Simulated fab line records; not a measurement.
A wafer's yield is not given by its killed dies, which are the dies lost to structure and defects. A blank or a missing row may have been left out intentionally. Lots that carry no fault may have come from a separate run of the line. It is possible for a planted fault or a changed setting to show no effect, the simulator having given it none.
Comparing a struck lot with a sound one ; flow rit-cmos ; 17 steps out of a route of 202
Sound: these wafers, L615.3, L615.4, L615.5. Struck: wafer L628.2 (left out: L628.1, L628.4 of the same lot, which were not struck); the cause appears at the end.
Per side, at each step with rows, come the tool, then ch with its chambers, and then its first start. Under that, the readings that differ: sound wafers ; struck wafers ; difference of the means ; sigmas: that difference in standard deviations of wafers without a fault.
alike: readings with means less than 2 such deviations apart, plus words and numbers identical on both sides. not compared: withheld readings, readings lacking a value on some wafer, bounds such as >300 that could conceal the same value, and numbers that have no deviation in the record and whose values overlap.
The two part at a step that has a row with sigmas, a row that says differs or no value, or rows on one side only. Numbers that don't overlap but have no deviation are shown without sigmas and don't part them. A reading that every wafer of one side lacks parts them only if that side has two wafers or more.

first, 1 step without rows for these wafers: RIT_PSD_IMPLANT_08.
RIT_PSD_STRIP_09: strips in O2, time 180 s.
  sound on plasma-asher-01 ch 0,1, day 4 02:37; struck on plasma-asher-01 ch 0, day 6 19:52
reading;sound;struck;difference;sigmas
rf-hours-counter-h (h);- - -;51;no value on the sound wafers;
  alike: drypump-motor-current-A
RIT_PSD_TW_MEAS_10:
  struck on film-metro-01, day 6 20:02; sound on film-metro-01, day 4 02:44
  alike: PSD_TW
then, 3 steps without rows for these wafers: RIT_SDANNEAL_CLEAN_00 (cleans in SC1, time 600 s); RIT_SDANNEAL_CLEAN_01 (cleans in dHF, time 31.35 s); RIT_SDANNEAL_CLEAN_02 (cleans in SC2, time 600 s).
RIT_SDANNEAL_RTA_03: time 5 s.
  sound on rtp-anneal-02 ch 0, day 4 03:10; struck on rtp-anneal-01 ch 0, day 6 20:28
  alike: wafer_temp_C_max
RIT_SDANNEAL_RS_MEAS_04: measures by four-point-probe.
  struck on film-metro-01, day 6 20:32; sound on film-metro-04, day 4 03:15
reading;sound;struck;difference;sigmas
PSD_RS (ohm/sq);117.03 116.35 116.63;115.94;-0.73;-3
RIT_SDANNEAL_RS_MEAS_05: measures by four-point-probe.
  struck on film-metro-01, day 6 20:39; sound on film-metro-04, day 4 03:22
  alike: NSD_RS
RIT_SDANNEAL_RS_MEAS_06: measures by four-point-probe.
  struck on film-metro-01, day 6 20:46; sound on film-metro-04, day 4 03:29
  alike: PLDD_RS
RIT_SDANNEAL_RS_MEAS_07: measures by four-point-probe.
  struck on film-metro-01, day 6 20:53; sound on film-metro-04, day 4 03:37
  alike: NLDD_RS
then, 1 step without rows for these wafers: RIT_SILICIDE_WET_ETCH_00 (etches SiO2 in BOE, target depth 14 nm, time 15 s).
RIT_SILICIDE_SPUTTER_01: material Ti, target thk 30 nm, time 240 s.
  struck on pvd-sputter-01, day 6 21:01; sound on pvd-sputter-01, day 4 03:42
  alike: throttle-valve-pct
RIT_SILICIDE_RS_MEAS_02: measures by four-point-probe.
  struck on film-metro-02, day 6 21:10; sound on film-metro-01, day 4 03:53
reading;sound;struck;difference;sigmas
SILICIDE_TI_RS (ohm/sq);48.2 48.4 48.1;58.4;+10.2;+14
RIT_SILICIDE_THK_MEAS_03: measures by xrf.
  struck on film-metro-02, day 6 21:17; sound on film-metro-01, day 4 03:59
reading;sound;struck;difference;sigmas
SILICIDE_TI_THK (nm);29.6 29.6 29.7;26.5;-3.1;-8
RIT_SILICIDE_RTA_04: time 10 s, ramp up 5 s, ramp down 5 s.
  sound on rtp-anneal-02 ch 0, day 4 04:03; struck on rtp-anneal-02 ch 0, day 6 21:21
  alike: wafer_temp_C_max
RIT_M1_PROBE_99:
  struck on prober-02, day 7 04:04; sound on prober-01, day 4 10:41
  alike: killed-at-front-end, killed-dies, killed-open, killed-short

WHERE THEY PART
Earliest at RIT_PSD_STRIP_09; latest, in this record, at RIT_SILICIDE_THK_MEAS_03. Later steps at which nothing parts them and some readings are alike: RIT_SILICIDE_RTA_04, RIT_M1_PROBE_99.

WHY: the cause the simulator had injected
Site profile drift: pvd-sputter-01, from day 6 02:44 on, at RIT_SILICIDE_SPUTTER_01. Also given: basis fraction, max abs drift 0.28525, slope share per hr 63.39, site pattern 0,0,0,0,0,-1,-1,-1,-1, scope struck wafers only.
